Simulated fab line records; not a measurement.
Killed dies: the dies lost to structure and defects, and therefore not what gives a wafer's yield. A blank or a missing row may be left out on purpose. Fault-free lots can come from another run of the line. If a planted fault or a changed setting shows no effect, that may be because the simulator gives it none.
Problem report in the 8D (eight disciplines) form, filled by code || flow rit_cmos || the parts of the form that need people (team, actions taken, sign-off) are left out

== 1. THE PROBLEM ==
Mean NWELL_RS at RIT_WELLDRIVE_RS_MEAS_01: 283.1 ohm/sq over 9 wafers in 3 lots; fault-free wafers: 275.5 ohm/sq, standard deviation 0.85. That is +8.9 standard deviations from the usual mean.
The step: measures by four-point-probe.
First observed at day 4 00:57: wafer L492.1, on film_metro-01. The record has a number at this step for 45 wafers belonging to 15 lots. The rule behind "out" and "out of limits": a value lying over 4 standard deviations away from the usual mean. The rest of the wafers with a number are treated as sound.

== 2. WHAT IT IS, WHAT IT ISN'T ==
{"question": "which readings at this step", "is": "NWELL_RS", "is not": "-"}
{"question": "which lots", "is": "L492, L494, L495", "is not": "L486, L487, L488, L489, L490, L491, L498, L503, L504, L505, L506, L508"}
{"question": "which wafers of those lots", "is": "all that have a number", "is not": "-"}
{"question": "read on which gauges", "is": "film_metro-01, film_metro-04", "is not": "film_metro-02"}
{"question": "when", "is": "from day 4 00:57", "is not": "up to then (18 sound wafers); but 18 sound wafers of L498, L503, L504, L505, L506, L508 came after"}

== 3. WHAT RULES OUT EACH SUSPECT ==
Counting: a tool at any process step up to the reading remains a suspect when it ran all the lots that are out and ran no sound lot after the first of those.
- the gauge at RIT_WELLDRIVE_RS_MEAS_01 has been ruled out. 2 gauges (film_metro-01, film_metro-04) read the wafers that are out.
- implanter-04 at RIT_NWELL_IMPLANT_08: kept. It processed each lot that is out, first L492 at day 3 17:23, and no sound lot thereafter; up to then, the last sound lot it processed was L491 at day 3 04:23. Out on those wafers are its own readings of dose_ions_cm2.
After counting, what remains is implanter-04 at RIT_NWELL_IMPLANT_08.

== 4. THE CAUSE (what the simulator had put in) ==
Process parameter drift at RIT_NWELL_IMPLANT_08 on implanter-04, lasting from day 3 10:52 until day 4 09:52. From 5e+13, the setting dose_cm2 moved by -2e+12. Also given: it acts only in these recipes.
This tool alone remained once counting was done.

== 5. SEQUENCE OF EFFECTS, ordered by route ==
One row per reading whose mean, taken over the struck wafers that have a number, lies over 3 standard deviations from the usual. Scope: only readings with a usual standard deviation given in the record; hours: median across lots of the time from each lot's start at the first step in this table that gives one to its start at this step; sigmas: change in usual standard deviations.
{"hours": 0, "step": "RIT_NWELL_IMPLANT_08", "reading": "dose_ions_cm2", "usual": 5e+13, "on struck wafers": 5e+13, "change": -2e+12, "sigmas": -36}
{"hours": 8, "step": "RIT_WELLDRIVE_RS_MEAS_01", "reading": "NWELL_RS", "usual": "275.5 ohm/sq", "on struck wafers": 283.1, "change": "+7.6", "sigmas": "+8.9"}
It contains these process steps:
- RIT_NWELL_IMPLANT_08

== 6. HOW IT WOULD HAVE BEEN CAUGHT EARLIER ==
14 hours passed between the start of the fault at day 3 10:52 and the first reading out of limits at a measuring or inspecting step in this record, taken at day 4 00:57.
Tool's own readings at RIT_NWELL_IMPLANT_08, dose_ions_cm2: out on all struck wafers the step has rows for; an alarm limit on them would have tripped on the first.
Among the 3 lots that are out, L495 began RIT_NWELL_IMPLANT_08 on implanter-04 after day 4 00:57. Holding the tool at that time would have saved it.
